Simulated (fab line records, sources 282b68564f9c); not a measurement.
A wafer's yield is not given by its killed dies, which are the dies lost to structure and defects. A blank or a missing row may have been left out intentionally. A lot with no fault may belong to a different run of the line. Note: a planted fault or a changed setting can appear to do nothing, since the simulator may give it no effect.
fab line records / flow rit_cmos / part 2 of 2: steps 29 to 39 of 39
[record] lots = 5 wafers = 15 last_day = 7
route steps=202 shown ACTIVE@7 FOX1@20 FOX2@23 NWELL@28 PWELL@39
lots that met no fault: from a run of the same line without faults
start_h: the number of hours between the record's first day and the start of the first shown wafer of the lot / wait_h: how many hours have passed since the lot's step before this one / " same as the row above / L1.1+2: several wafers, shown together as one row / - no value present, or no start provided / * or withheld: withheld / < > ~ a bound
route shown NAME@n: a module of which the file shows steps, and the number in the route of the first / usual: mean/standard deviation of fault-free wafers / same: alike in all rows / chamber/n: place in a boat / sites: the reading at each site / _std_site: their standard deviation / _edge_site: inner sites' mean taken away from outer sites' mean / radius_mm: for every site, how far away it sits from the centre of the wafer / mask NAME#n: copy n / behind: the last tool/chamber to shape the wafer / hold: the reason the lot was held/the length of the hold in hours/how it ended / device: names the non-switching transistor (n, p or np) / end of line: the tests these same wafers got at the end of their route / where a step has no rows: the recipe by itself / killed: dies that structure and defects cost at the first sort, which is not the same as the wafer's yield / map: shows each die of a wafer: x if killed, . if not, _ if none is there
set.NAME: the setting that was run; set.NAME@STEP: the one run at that earlier step / model.NAME: the simulator's own value behind a step, which no gauge read
a table for each step, a row for each wafer; lots at some steps of the route
services: the hour from which a tool's chamber was out of use, counted from the record's first day as start_h (under 0 if before that day), plus the number of hours and why
[[steps]]
[step RIT_NWELL_HARDBAKE_07]
[recipe] resist = NOVOLAK temp_c = 140 time_s = 120
[usual] exhaust_pa = 45.0/1 heater_power_total_W = 52.03/0.063
lot.wafer=L082.3 tool=litho_track-04 chamber=0 start_h=63.99 wait_h=0.1 exhaust_pa=45.1 heater_power_total_W=52.00
lot.wafer=L082.5 tool=litho_track-04 chamber=0 start_h=63.99 wait_h=0.1 exhaust_pa=44.0 heater_power_total_W=52.00
lot.wafer=L082.6 tool=litho_track-04 chamber=0 start_h=63.99 wait_h=0.1 exhaust_pa=45.9 heater_power_total_W=52.16
lot.wafer=L088.1 tool=litho_track-03 chamber=0 start_h=92.35 wait_h=0.1 exhaust_pa=45.0 heater_power_total_W=52.06
lot.wafer=L088.3 tool=litho_track-03 chamber=0 start_h=92.35 wait_h=0.1 exhaust_pa=46.3 heater_power_total_W=52.09
lot.wafer=L088.5 tool=litho_track-03 chamber=0 start_h=92.35 wait_h=0.1 exhaust_pa=44.5 heater_power_total_W=52.07
lot.wafer=L089.1 tool=litho_track-02 chamber=0 start_h=96.51 wait_h=0.0 exhaust_pa=46.2 heater_power_total_W=52.00
lot.wafer=L089.4 tool=litho_track-02 chamber=0 start_h=96.51 wait_h=0.0 exhaust_pa=44.9 heater_power_total_W=52.09
lot.wafer=L089.5 tool=litho_track-02 chamber=0 start_h=96.51 wait_h=0.0 exhaust_pa=46.8 heater_power_total_W=52.12
lot.wafer=L094.3 tool=litho_track-02 chamber=0 start_h=120.64 wait_h=0.1 exhaust_pa=44.1 heater_power_total_W=51.95
lot.wafer=L094.4 tool=litho_track-02 chamber=0 start_h=120.64 wait_h=0.1 exhaust_pa=45.6 heater_power_total_W=52.11
lot.wafer=L094.6 tool=litho_track-02 chamber=0 start_h=120.64 wait_h=0.1 exhaust_pa=44.5 heater_power_total_W=52.21
lot.wafer=L097.2 tool=litho_track-04 chamber=0 start_h=138.15 wait_h=0.1 exhaust_pa=44.0 heater_power_total_W=52.04
lot.wafer=L097.3 tool=litho_track-04 chamber=0 start_h=138.15 wait_h=0.1 exhaust_pa=45.9 heater_power_total_W=52.10
lot.wafer=L097.4 tool=litho_track-04 chamber=0 start_h=138.15 wait_h=0.1 exhaust_pa=43.7 heater_power_total_W=52.05
[step RIT_NWELL_IMPLANT_08]
[recipe] species = P energy_kev = 170 dose_cm2 = 5e+13 tilt_deg = 7
[usual] dose_ions_cm2 = 5e+13/5.6e+10 end_station_pressure_torr = 5.1e-06/2.5e-07
lot.wafer=L082.3 tool=implanter-03 chamber=0 start_h=64.20 wait_h=0.2 dose_ions_cm2=4.996e+13 end_station_pressure_torr=5e-06
lot.wafer=L082.5 tool=implanter-03 chamber=0 start_h=64.20 wait_h=0.2 dose_ions_cm2=5e+13 end_station_pressure_torr=4.9e-06
lot.wafer=L082.6 tool=implanter-03 chamber=0 start_h=64.20 wait_h=0.2 dose_ions_cm2=4.998e+13 end_station_pressure_torr=5.32e-06
lot.wafer=L088.1 tool=implanter-04 chamber=0 start_h=92.60 wait_h=0.2 dose_ions_cm2=4.986e+13 end_station_pressure_torr=4.77e-06
lot.wafer=L088.3 tool=implanter-04 chamber=0 start_h=92.60 wait_h=0.2 dose_ions_cm2=4.999e+13 end_station_pressure_torr=4.67e-06
lot.wafer=L088.5 tool=implanter-04 chamber=0 start_h=92.60 wait_h=0.2 dose_ions_cm2=4.995e+13 end_station_pressure_torr=4.94e-06
lot.wafer=L089.1 tool=implanter-03 chamber=0 start_h=96.76 wait_h=0.2 dose_ions_cm2=4.995e+13 end_station_pressure_torr=5.13e-06
lot.wafer=L089.4 tool=implanter-03 chamber=0 start_h=96.76 wait_h=0.2 dose_ions_cm2=5.002e+13 end_station_pressure_torr=5.15e-06
lot.wafer=L089.5 tool=implanter-03 chamber=0 start_h=96.76 wait_h=0.2 dose_ions_cm2=5.006e+13 end_station_pressure_torr=5.11e-06
lot.wafer=L094.3 tool=implanter-04 chamber=0 start_h=120.86 wait_h=0.2 dose_ions_cm2=4.991e+13 end_station_pressure_torr=5.13e-06
lot.wafer=L094.4 tool=implanter-04 chamber=0 start_h=120.86 wait_h=0.2 dose_ions_cm2=4.993e+13 end_station_pressure_torr=4.87e-06
lot.wafer=L094.6 tool=implanter-04 chamber=0 start_h=120.86 wait_h=0.2 dose_ions_cm2=4.994e+13 end_station_pressure_torr=4.99e-06
lot.wafer=L097.2 tool=implanter-03 chamber=0 start_h=138.38 wait_h=0.2 dose_ions_cm2=4.991e+13 end_station_pressure_torr=5.23e-06
lot.wafer=L097.3 tool=implanter-03 chamber=0 start_h=138.38 wait_h=0.2 dose_ions_cm2=5.007e+13 end_station_pressure_torr=5.55e-06
lot.wafer=L097.4 tool=implanter-03 chamber=0 start_h=138.38 wait_h=0.2 dose_ions_cm2=4.992e+13 end_station_pressure_torr=4.95e-06
[step RIT_NWELL_STRIP_09]
[recipe] chemistry = O2 time_s = 180 resist = NOVOLAK platen_temp_c = withheld power_w = 500 pressure_mtorr = 4000 o2_flow_sccm = 4000
[usual] drypump_motor_current_A = 5.88/0.3
lot.wafer=L082.3 tool=plasma_asher-01 chamber=0 start_h=64.36 wait_h=0.1 drypump_motor_current_A=5.60 rf_hours_counter_h=-
lot.wafer=L082.5 tool=plasma_asher-01 chamber=0 start_h=64.36 wait_h=0.1 drypump_motor_current_A=5.61 rf_hours_counter_h=-
lot.wafer=L082.6 tool=plasma_asher-01 chamber=1 start_h=64.36 wait_h=0.1 drypump_motor_current_A=5.76 rf_hours_counter_h=-
lot.wafer=L088.1 tool=plasma_asher-02 chamber=0 start_h=92.75 wait_h=0.1 drypump_motor_current_A=6.32 rf_hours_counter_h=32
lot.wafer=L088.3 tool=plasma_asher-02 chamber=1 start_h=92.75 wait_h=0.1 drypump_motor_current_A=5.67 rf_hours_counter_h=-
lot.wafer=L088.5 tool=plasma_asher-02 chamber=1 start_h=92.75 wait_h=0.1 drypump_motor_current_A=5.70 rf_hours_counter_h=-
lot.wafer=L089.1 tool=plasma_asher-02 chamber=1 start_h=96.91 wait_h=0.1 drypump_motor_current_A=5.67 rf_hours_counter_h=33
lot.wafer=L089.4 tool=plasma_asher-02 chamber=0 start_h=96.91 wait_h=0.1 drypump_motor_current_A=6.33 rf_hours_counter_h=-
lot.wafer=L089.5 tool=plasma_asher-02 chamber=0 start_h=96.91 wait_h=0.1 drypump_motor_current_A=6.34 rf_hours_counter_h=-
lot.wafer=L094.3 tool=plasma_asher-03 chamber=0 start_h=121.02 wait_h=0.1 drypump_motor_current_A=5.67 rf_hours_counter_h=-
lot.wafer=L094.4 tool=plasma_asher-03 chamber=1 start_h=121.02 wait_h=0.1 drypump_motor_current_A=5.96 rf_hours_counter_h=-
lot.wafer=L094.6 tool=plasma_asher-03 chamber=1 start_h=121.02 wait_h=0.1 drypump_motor_current_A=5.96 rf_hours_counter_h=-
lot.wafer=L097.2 tool=plasma_asher-03 chamber=1 start_h=138.51 wait_h=0.1 drypump_motor_current_A=5.97 rf_hours_counter_h=49
lot.wafer=L097.3 tool=plasma_asher-03 chamber=0 start_h=138.51 wait_h=0.1 drypump_motor_current_A=5.68 rf_hours_counter_h=-
lot.wafer=L097.4 tool=plasma_asher-03 chamber=1 start_h=138.51 wait_h=0.1 drypump_motor_current_A=5.94 rf_hours_counter_h=-
[step RIT_NWELL_TW_MEAS_10]
[usual] NWELL_TW = 2131/31
lot.wafer=L082.3 tool=film_metro-02 chamber=- start_h=64.50 wait_h=0.1 NWELL_TW=2084
lot.wafer=L082.5 tool=film_metro-02 chamber=- start_h=64.50 wait_h=0.1 NWELL_TW=2099
lot.wafer=L082.6 tool=film_metro-02 chamber=- start_h=64.50 wait_h=0.1 NWELL_TW=2098
lot.wafer=L088.1 tool=film_metro-03 chamber=- start_h=92.92 wait_h=0.1 NWELL_TW=2174
lot.wafer=L088.3 tool=film_metro-03 chamber=- start_h=92.92 wait_h=0.1 NWELL_TW=2169
lot.wafer=L088.5 tool=film_metro-03 chamber=- start_h=92.92 wait_h=0.1 NWELL_TW=2169
lot.wafer=L089.1 tool=film_metro-03 chamber=- start_h=97.09 wait_h=0.1 NWELL_TW=2191
lot.wafer=L089.4 tool=film_metro-03 chamber=- start_h=97.09 wait_h=0.1 NWELL_TW=2178
lot.wafer=L089.5 tool=film_metro-03 chamber=- start_h=97.09 wait_h=0.1 NWELL_TW=2168
lot.wafer=L094.3 tool=film_metro-01 chamber=- start_h=121.15 wait_h=0.1 NWELL_TW=2124
lot.wafer=L094.4 tool=film_metro-01 chamber=- start_h=121.15 wait_h=0.1 NWELL_TW=2129
lot.wafer=L094.6 tool=film_metro-01 chamber=- start_h=121.15 wait_h=0.1 NWELL_TW=2125
lot.wafer=L097.2 tool=film_metro-01 chamber=- start_h=138.69 wait_h=0.1 NWELL_TW=2119
lot.wafer=L097.3 tool=film_metro-01 chamber=- start_h=138.69 wait_h=0.1 NWELL_TW=2131
lot.wafer=L097.4 tool=film_metro-01 chamber=- start_h=138.69 wait_h=0.1 NWELL_TW=2134
[step RIT_PWELL_HMDS_00]
[recipe] prime_time_s = 60 prime_temp_c = 140
[usual] exhaust_pa = 45.0/0.85
lot.wafer=L082.3 tool=litho_track-01 chamber=0 start_h=64.82 wait_h=0.3 exhaust_pa=46.1
lot.wafer=L082.5 tool=litho_track-01 chamber=0 start_h=64.82 wait_h=0.3 exhaust_pa=45.8
lot.wafer=L082.6 tool=litho_track-01 chamber=0 start_h=64.82 wait_h=0.3 exhaust_pa=46.3
lot.wafer=L088.1 tool=litho_track-03 chamber=0 start_h=93.07 wait_h=0.1 exhaust_pa=45.5
lot.wafer=L088.3 tool=litho_track-03 chamber=0 start_h=93.07 wait_h=0.1 exhaust_pa=45.4
lot.wafer=L088.5 tool=litho_track-03 chamber=0 start_h=93.07 wait_h=0.1 exhaust_pa=45.0
lot.wafer=L089.1 tool=litho_track-04 chamber=0 start_h=97.15 wait_h=0.1 exhaust_pa=45.9
lot.wafer=L089.4 tool=litho_track-04 chamber=0 start_h=97.15 wait_h=0.1 exhaust_pa=44.8
lot.wafer=L089.5 tool=litho_track-04 chamber=0 start_h=97.15 wait_h=0.1 exhaust_pa=44.4
lot.wafer=L094.3 tool=litho_track-03 chamber=0 start_h=121.24 wait_h=0.1 exhaust_pa=45.6
lot.wafer=L094.4 tool=litho_track-03 chamber=0 start_h=121.24 wait_h=0.1 exhaust_pa=44.5
lot.wafer=L094.6 tool=litho_track-03 chamber=0 start_h=121.24 wait_h=0.1 exhaust_pa=46.1
lot.wafer=L097.2 tool=litho_track-03 chamber=0 start_h=138.77 wait_h=0.1 exhaust_pa=45.8
lot.wafer=L097.3 tool=litho_track-03 chamber=0 start_h=138.77 wait_h=0.1 exhaust_pa=44.8
lot.wafer=L097.4 tool=litho_track-03 chamber=0 start_h=138.77 wait_h=0.1 exhaust_pa=45.7
[step RIT_PWELL_COAT_01]
[recipe] resist = NOVOLAK spin_rpm = 2000 resist_thk_nm = 1300
[usual] exhaust_pa = 45.2/1.1
lot.wafer=L082.3 tool=litho_track-01 chamber=0 start_h=64.97 wait_h=0.1 exhaust_pa=47.8
lot.wafer=L082.5 tool=litho_track-01 chamber=0 start_h=64.97 wait_h=0.1 exhaust_pa=46.8
lot.wafer=L082.6 tool=litho_track-01 chamber=0 start_h=64.97 wait_h=0.1 exhaust_pa=48.7
lot.wafer=L088.1 tool=litho_track-03 chamber=0 start_h=93.22 wait_h=0.1 exhaust_pa=44.8
lot.wafer=L088.3 tool=litho_track-03 chamber=0 start_h=93.22 wait_h=0.1 exhaust_pa=44.1
lot.wafer=L088.5 tool=litho_track-03 chamber=0 start_h=93.22 wait_h=0.1 exhaust_pa=45.8
lot.wafer=L089.1 tool=litho_track-04 chamber=0 start_h=97.30 wait_h=0.1 exhaust_pa=45.4
lot.wafer=L089.4 tool=litho_track-04 chamber=0 start_h=97.30 wait_h=0.1 exhaust_pa=45.8
lot.wafer=L089.5 tool=litho_track-04 chamber=0 start_h=97.30 wait_h=0.1 exhaust_pa=44.3
lot.wafer=L094.3 tool=litho_track-03 chamber=0 start_h=121.39 wait_h=0.1 exhaust_pa=44.4
lot.wafer=L094.4 tool=litho_track-03 chamber=0 start_h=121.39 wait_h=0.1 exhaust_pa=45.4
lot.wafer=L094.6 tool=litho_track-03 chamber=0 start_h=121.39 wait_h=0.1 exhaust_pa=45.8
lot.wafer=L097.2 tool=litho_track-03 chamber=0 start_h=138.92 wait_h=0.1 exhaust_pa=45.5
lot.wafer=L097.3 tool=litho_track-03 chamber=0 start_h=138.92 wait_h=0.1 exhaust_pa=45.4
lot.wafer=L097.4 tool=litho_track-03 chamber=0 start_h=138.92 wait_h=0.1 exhaust_pa=44.7
[step RIT_PWELL_SOFTBAKE_02]
[recipe] resist = NOVOLAK temp_c = 90 time_s = 60
[usual] exhaust_pa = 45.0/0.73 heater_power_total_W = 34.56/0.047
lot.wafer=L082.3 tool=litho_track-01 chamber=0 start_h=65.12 wait_h=0.1 exhaust_pa=46.2 heater_power_total_W=34.66
lot.wafer=L082.5 tool=litho_track-01 chamber=0 start_h=65.12 wait_h=0.1 exhaust_pa=45.6 heater_power_total_W=34.60
lot.wafer=L082.6 tool=litho_track-01 chamber=0 start_h=65.12 wait_h=0.1 exhaust_pa=45.3 heater_power_total_W=34.62
lot.wafer=L088.1 tool=litho_track-03 chamber=0 start_h=93.37 wait_h=0.1 exhaust_pa=44.5 heater_power_total_W=34.64
lot.wafer=L088.3 tool=litho_track-03 chamber=0 start_h=93.37 wait_h=0.1 exhaust_pa=44.8 heater_power_total_W=34.57
lot.wafer=L088.5 tool=litho_track-03 chamber=0 start_h=93.37 wait_h=0.1 exhaust_pa=44.5 heater_power_total_W=34.56
lot.wafer=L089.1 tool=litho_track-04 chamber=0 start_h=97.45 wait_h=0.1 exhaust_pa=44.6 heater_power_total_W=34.58
lot.wafer=L089.4 tool=litho_track-04 chamber=0 start_h=97.45 wait_h=0.1 exhaust_pa=45.3 heater_power_total_W=34.47
lot.wafer=L089.5 tool=litho_track-04 chamber=0 start_h=97.45 wait_h=0.1 exhaust_pa=44.5 heater_power_total_W=34.51
lot.wafer=L094.3 tool=litho_track-03 chamber=0 start_h=121.54 wait_h=0.1 exhaust_pa=45.3 heater_power_total_W=34.63
lot.wafer=L094.4 tool=litho_track-03 chamber=0 start_h=121.54 wait_h=0.1 exhaust_pa=45.5 heater_power_total_W=34.54
lot.wafer=L094.6 tool=litho_track-03 chamber=0 start_h=121.54 wait_h=0.1 exhaust_pa=44.9 heater_power_total_W=34.65
lot.wafer=L097.2 tool=litho_track-03 chamber=0 start_h=139.07 wait_h=0.1 exhaust_pa=44.9 heater_power_total_W=34.57
lot.wafer=L097.3 tool=litho_track-03 chamber=0 start_h=139.07 wait_h=0.1 exhaust_pa=45.1 heater_power_total_W=34.59
lot.wafer=L097.4 tool=litho_track-03 chamber=0 start_h=139.07 wait_h=0.1 exhaust_pa=45.1 heater_power_total_W=34.52
[step RIT_PWELL_EXPOSE_03]
[recipe] mask_id = M3 na = 0.57 target_cd_nm = 43700 dose_mj = 250
lot.wafer=L082.3+5+6 tool=iline_stepper-02 chamber=0 start_h=65.38 wait_h=0.2 mask=M3#0
lot.wafer=L088.1+3+5 tool=iline_stepper-02 chamber=0 start_h=93.52 wait_h=0.1 mask=M3#0
lot.wafer=L089.1+4+5 tool=iline_stepper-01 chamber=0 start_h=97.72 wait_h=0.2 mask=M3#0
lot.wafer=L094.3+4+6 tool=iline_stepper-01 chamber=0 start_h=121.81 wait_h=0.2 mask=M3#0
lot.wafer=L097.2+3+4 tool=iline_stepper-01 chamber=0 start_h=139.21 wait_h=0.1 mask=M3#0
[step RIT_PWELL_PEB_04]
[recipe] resist = NOVOLAK temp_c = withheld time_s = withheld
[usual] exhaust_pa = 44.8/0.83
lot.wafer=L082.3 tool=litho_track-04 chamber=0 start_h=65.51 wait_h=0.1 exhaust_pa=45.2
lot.wafer=L082.5 tool=litho_track-04 chamber=0 start_h=65.51 wait_h=0.1 exhaust_pa=44.2
lot.wafer=L082.6 tool=litho_track-04 chamber=0 start_h=65.51 wait_h=0.1 exhaust_pa=45.1
lot.wafer=L088.1 tool=litho_track-03 chamber=0 start_h=93.63 wait_h=0.1 exhaust_pa=45.2
lot.wafer=L088.3 tool=litho_track-03 chamber=0 start_h=93.63 wait_h=0.1 exhaust_pa=44.2
lot.wafer=L088.5 tool=litho_track-03 chamber=0 start_h=93.63 wait_h=0.1 exhaust_pa=43.8
lot.wafer=L089.1 tool=litho_track-01 chamber=0 start_h=97.84 wait_h=0.1 exhaust_pa=44.8
lot.wafer=L089.4 tool=litho_track-01 chamber=0 start_h=97.84 wait_h=0.1 exhaust_pa=44.6
lot.wafer=L089.5 tool=litho_track-01 chamber=0 start_h=97.84 wait_h=0.1 exhaust_pa=44.9
lot.wafer=L094.3 tool=litho_track-04 chamber=0 start_h=121.94 wait_h=0.1 exhaust_pa=44.2
lot.wafer=L094.4 tool=litho_track-04 chamber=0 start_h=121.94 wait_h=0.1 exhaust_pa=45.5
lot.wafer=L094.6 tool=litho_track-04 chamber=0 start_h=121.94 wait_h=0.1 exhaust_pa=45.0
lot.wafer=L097.2 tool=litho_track-01 chamber=0 start_h=139.34 wait_h=0.1 exhaust_pa=45.8
lot.wafer=L097.3 tool=litho_track-01 chamber=0 start_h=139.34 wait_h=0.1 exhaust_pa=45.0
lot.wafer=L097.4 tool=litho_track-01 chamber=0 start_h=139.34 wait_h=0.1 exhaust_pa=45.3
[step RIT_PWELL_DEVELOP_05]
[recipe] resist = NOVOLAK develop_time_s = 68 dev_temp_c = 23
[usual] exhaust_pa = 44.9/0.86
lot.wafer=L082.3 tool=litho_track-04 chamber=0 start_h=- wait_h=- exhaust_pa=44.1
lot.wafer=L082.5 tool=litho_track-04 chamber=0 start_h=- wait_h=- exhaust_pa=44.5
lot.wafer=L082.6 tool=litho_track-04 chamber=0 start_h=- wait_h=- exhaust_pa=43.8
lot.wafer=L088.1 tool=litho_track-03 chamber=0 start_h=- wait_h=- exhaust_pa=44.4
lot.wafer=L088.3 tool=litho_track-03 chamber=0 start_h=- wait_h=- exhaust_pa=45.1
lot.wafer=L088.5 tool=litho_track-03 chamber=0 start_h=- wait_h=- exhaust_pa=45.8
lot.wafer=L089.1 tool=litho_track-01 chamber=0 start_h=- wait_h=- exhaust_pa=45.3
lot.wafer=L089.4 tool=litho_track-01 chamber=0 start_h=- wait_h=- exhaust_pa=45.2
lot.wafer=L089.5 tool=litho_track-01 chamber=0 start_h=- wait_h=- exhaust_pa=46.3
lot.wafer=L094.3 tool=litho_track-04 chamber=0 start_h=- wait_h=- exhaust_pa=45.7
lot.wafer=L094.4 tool=litho_track-04 chamber=0 start_h=- wait_h=- exhaust_pa=44.8
lot.wafer=L094.6 tool=litho_track-04 chamber=0 start_h=- wait_h=- exhaust_pa=44.8
lot.wafer=L097.2 tool=litho_track-01 chamber=0 start_h=- wait_h=- exhaust_pa=45.9
lot.wafer=L097.3 tool=litho_track-01 chamber=0 start_h=- wait_h=- exhaust_pa=45.1
lot.wafer=L097.4 tool=litho_track-01 chamber=0 start_h=- wait_h=- exhaust_pa=46.2
[step RIT_PWELL_OVL_MEAS_06]
[usual] PWELL_OVL = -1.6/1.5
lot.wafer=L082.3 tool=overlay-01 chamber=- start_h=65.79 wait_h=- PWELL_OVL[nm]=-0.6
lot.wafer=L082.5 tool=overlay-01 chamber=- start_h=65.79 wait_h=- PWELL_OVL[nm]=-3.4
lot.wafer=L082.6 tool=overlay-01 chamber=- start_h=65.79 wait_h=- PWELL_OVL[nm]=-1.3
lot.wafer=L088.1 tool=overlay-01 chamber=- start_h=93.95 wait_h=- PWELL_OVL[nm]=0.8
lot.wafer=L088.3 tool=overlay-01 chamber=- start_h=93.95 wait_h=- PWELL_OVL[nm]=0.1
lot.wafer=L088.5 tool=overlay-01 chamber=- start_h=93.95 wait_h=- PWELL_OVL[nm]=0.6
lot.wafer=L089.1 tool=overlay-01 chamber=- start_h=98.15 wait_h=- PWELL_OVL[nm]=-1.7
lot.wafer=L089.4 tool=overlay-01 chamber=- start_h=98.15 wait_h=- PWELL_OVL[nm]=0.7
lot.wafer=L089.5 tool=overlay-01 chamber=- start_h=98.15 wait_h=- PWELL_OVL[nm]=-2.2
lot.wafer=L094.3 tool=overlay-02 chamber=- start_h=122.21 wait_h=- PWELL_OVL[nm]=-2.4
lot.wafer=L094.4 tool=overlay-02 chamber=- start_h=122.21 wait_h=- PWELL_OVL[nm]=-2.8
lot.wafer=L094.6 tool=overlay-02 chamber=- start_h=122.21 wait_h=- PWELL_OVL[nm]=-0.1
lot.wafer=L097.2 tool=overlay-02 chamber=- start_h=139.63 wait_h=- PWELL_OVL[nm]=-4.0
lot.wafer=L097.3 tool=overlay-02 chamber=- start_h=139.63 wait_h=- PWELL_OVL[nm]=-4.4
lot.wafer=L097.4 tool=overlay-02 chamber=- start_h=139.63 wait_h=- PWELL_OVL[nm]=-3.6
[[services]]
tool=implanter-04 chamber=- start_h=36.21 hours=2.1 kind=repair
tool=plasma_asher-03 chamber=- start_h=43.92 hours=2.2 kind=repair
tool=implanter-03 chamber=- start_h=45.43 hours=5.1 kind=repair
tool=rie_diel-04 chamber=0 start_h=54.08 hours=5.1 kind=repair
tool=furnace-02 chamber=- start_h=56.05 hours=3.7 kind=pm
tool=plasma_asher-04 chamber=- start_h=57.13 hours=14.6 kind=pm
tool=rie_diel-02 chamber=1 start_h=62.14 hours=- kind=clean
tool=rie_diel-02 chamber=2 start_h=63.92 hours=9.9 kind=repair
tool=furnace-02 chamber=- start_h=67.56 hours=3.1 kind=pm
tool=furnace-01 chamber=- start_h=72.48 hours=2.4 kind=pm
tool=rie_diel-04 chamber=1 start_h=74.42 hours=8.0 kind=repair
tool=wet_bench-02 chamber=- start_h=76.46 hours=38.1 kind=pm
tool=implanter-04 chamber=- start_h=78.57 hours=3.8 kind=pm
tool=iline_stepper-02 chamber=- start_h=80.05 hours=1.9 kind=repair
tool=plasma_asher-01 chamber=- start_h=80.55 hours=13.0 kind=repair
tool=iline_stepper-02 chamber=0 start_h=81.99 hours=- kind=calibration
tool=rie_diel-02 chamber=3 start_h=91.86 hours=8.2 kind=repair
tool=wet_bench-03 chamber=- start_h=103.50 hours=1.9 kind=pm
tool=plasma_asher-01 chamber=- start_h=108.75 hours=9.0 kind=pm
tool=rie_diel-04 chamber=- start_h=118.41 hours=14.6 kind=pm
tool=implanter-03 chamber=- start_h=119.76 hours=7.8 kind=repair
tool=implanter-04 chamber=- start_h=133.82 hours=3.4 kind=pm
tool=wet_bench-03 chamber=- start_h=134.53 hours=1.6 kind=repair
tool=furnace-04 chamber=- start_h=135.19 hours=4.4 kind=pm
